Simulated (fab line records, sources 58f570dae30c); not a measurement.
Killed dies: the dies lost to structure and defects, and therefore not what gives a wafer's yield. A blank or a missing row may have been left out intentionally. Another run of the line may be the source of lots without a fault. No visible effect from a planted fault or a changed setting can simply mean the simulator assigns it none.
Problem report, 8D (eight disciplines) form, completed by code ; flow berkeley-cmos170 ; the parts of the form that need people (team, actions taken, sign-off) are left out

1. THE PROBLEM
Mean of cd-nm at UCB170_M1_CD_MEAS_90: 689.5 nm across 6 wafers in 2 lots; on wafers with no fault it is 700.2 nm (standard deviation 2.1). Measured from the usual mean, that is -5.1 standard deviations.
The step: target cd 700 nm.
First observed at day 10 06:04: wafer L994.2, on cd-sem-02. The record holds 42 wafers of 14 lots with a number at this step. Rule for "out", or "out of limits": more than 4 standard deviations from the usual mean. The other wafers with a number count as sound.

2. WHAT IT IS; WHAT IT IS NOT
question;is;is not
which readings at this step;cd-nm;-
which lots;L101, L994;L103, L104, L981, L982, L983, L984, L985, L987, L988, L990, L992, L993
which wafers of those lots;all that have a number;-
read on which gauges;cd-sem-02;cd-sem-01
when;from day 10 06:04;"up to then (30 sound wafers); but 6 sound wafers of L103, L104 came after"

3. WHAT RULES OUT EACH SUSPECT
Counting: any tool at a process step up to the reading is kept as a suspect provided that every lot that is out went through it and no sound lot did after the first of them.
- the gauge at UCB170_M1_CD_MEAS_90 is ruled out. All the wafers that are out were read on cd-sem-02, but those of them that UCB170_M1_STRIP_13 has rows for are out there too, on other tools.
- rie-metal-03 at UCB170_M1_METAL_ETCH_12 (etches Al in Cl2/BCl3, stops on PSG, target depth 780 nm, time 130 s): kept. Every lot that is out went through it, starting with L994 (day 10 05:48), and after that it ran no sound lot; the last sound lot it ran before then is L993 (day 9 18:08).
The count leaves rie-metal-03 at UCB170_M1_METAL_ETCH_12.

4. THE CAUSE (what the simulator had put in)
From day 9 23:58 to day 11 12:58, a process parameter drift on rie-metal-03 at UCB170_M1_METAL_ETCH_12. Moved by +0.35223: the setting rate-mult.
Counting left only this tool.

5. SEQUENCE OF EFFECTS, ordered by route
Each row: a reading whose mean over the struck wafers that have a number lies more than 3 standard deviations from the usual. Only readings for which the record gives a usual standard deviation are gone through. hours: the time from each lot's start at the first step in this table that gives one to its start at this step, as a median over the lots. sigmas: the change in usual standard deviations.
hours;step;reading;usual;on struck wafers;change;sigmas
0;UCB170_M1_STRIP_13;oes-product-au;0.720 a.u.;0.612;-0.108;-22
0;UCB170_M1_CD_MEAS_90;cd-nm;700.2 nm;689.5;-10.7;-5.1
Its process steps:
- UCB170_M1_STRIP_13: strips in O2.

6. HOW IT WOULD HAVE BEEN CAUGHT EARLIER
In this record the first reading out of limits at a measuring or inspecting step was taken at day 10 06:04, 6 hours after the fault began at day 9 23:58.
No tool reading at UCB170_M1_METAL_ETCH_12 that has a usual standard deviation in the record was out on any struck wafer, so an alarm limit of 4 standard deviations on those readings would not have fired.
Of the lots that are out (2), L101 began UCB170_M1_METAL_ETCH_12 on rie-metal-03 after day 10 06:04. It would have been spared by a hold on the tool at that moment.
